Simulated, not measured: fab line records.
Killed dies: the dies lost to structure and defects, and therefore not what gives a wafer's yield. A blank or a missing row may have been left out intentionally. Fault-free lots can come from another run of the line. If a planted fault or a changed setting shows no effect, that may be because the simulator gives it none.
A single fault, viewed from 2 desks ; flow rit-cmos ; each desk has only its own numbers; what lay behind them comes last

== THE TOOL OWNER'S DESK: implanter-03 ==
RIT_NSD_IMPLANT_08, tool's own readings: per-lot mean of the sampled wafers with a number, covering each lot this tool ran. Any lot whose mean is over 4 standard deviations away from the usual mean is out of limits and marked OUT; that distance is given in the brackets.
Columns: A = beam-energy-keV at RIT_NSD_IMPLANT_08, usual 25.001; B = dose-ions-cm2 at RIT_NSD_IMPLANT_08, usual 1.0002e+15; C = end-station-pressure-torr at RIT_NSD_IMPLANT_08, usual 7.4e-06 Torr; D = faraday-current-uA at RIT_NSD_IMPLANT_08, usual 3130
lot;first seen here;A;B;C;D
L668;day 3 01:07;25.005;1.0018e+15;7.9e-06;3082
L669;day 3 08:35;25.003;9.9987e+14;7.6e-06;3066
L671;day 3 16:28;25.004;9.9883e+14;7.4e-06;3142
L675;day 4 14:43;25.001;1.0006e+15;7.8e-06;3151
L676;day 4 21:07;24.994;9.9940e+14;7.4e-06;3125
L678;day 5 06:35;22.476 (-99 or more) OUT;9.9883e+14;7.3e-06;3258
L679;day 5 12:10;22.459 (-99 or more) OUT;1.0018e+15;7.3e-06;3152
L683;day 6 04:46;22.457 (-99 or more) OUT;1.0004e+15;7.1e-06;3100
Finding of this desk: L678, L679, L683 out of limits; the first was L678 at day 5 06:35, on beam-energy-keV at RIT_NSD_IMPLANT_08. L668, L669, L671, L675, L676: within limits.

== THE METROLOGY DESK ==
What the gauges read, lot by lot, whatever tool the lot ran on: means of the sampled wafers that have a number. Any lot whose mean is over 4 standard deviations away from the usual mean is out of limits and marked OUT; that distance is given in the brackets.
Columns: A = NSD_RS at RIT_SDANNEAL_RS_MEAS_05, usual 84.65 ohm/sq
lot;first seen here;A
L668;day 3 03:52;85.02
L669;day 3 10:59;84.98
L671;day 3 18:49;84.32
L672;day 4 03:11;84.84
L673;day 4 05:22;84.58
L675;day 4 17:05;84.25
L676;day 4 23:29;84.49
L678;day 5 09:05;85.38
L679;day 5 14:56;86.05 (+5.0) OUT
L683;day 6 07:09;85.55
L684;day 6 12:44;84.42
L687;day 7 05:43;84.67
L688;day 7 08:17;84.48
L690;day 7 20:42;84.66
L691;day 7 22:23;84.82
Per this desk, out of limits: L679; the first was L679, day 5 14:56 (NSD_RS at RIT_SDANNEAL_RS_MEAS_05). L668, L669, L671, L672, L673, L675, L676, L678, L683, L684, L687, L688, L690, L691: within limits.

== ALL TOGETHER ==
At day 5 06:35, on L678, L679, L683, the tool owner's desk was in a position to raise an alarm.
On L679, the metrology desk was in a position to raise an alarm at day 5 14:56.
The metrology desk has L678, L683 on record, within its limits.
All the named lots went through RIT_NSD_IMPLANT_08 on implanter-03.

== WHAT THE SIMULATOR HAD PUT IN ==
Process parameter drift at RIT_NSD_IMPLANT_08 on implanter-03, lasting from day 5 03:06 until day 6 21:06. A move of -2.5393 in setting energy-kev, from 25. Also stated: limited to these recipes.
Lots struck among those shown: L678, L679, L683.
Hours from the fault's start to each desk's first reading out of limits: the tool owner's desk, 3; the metrology desk, 12.
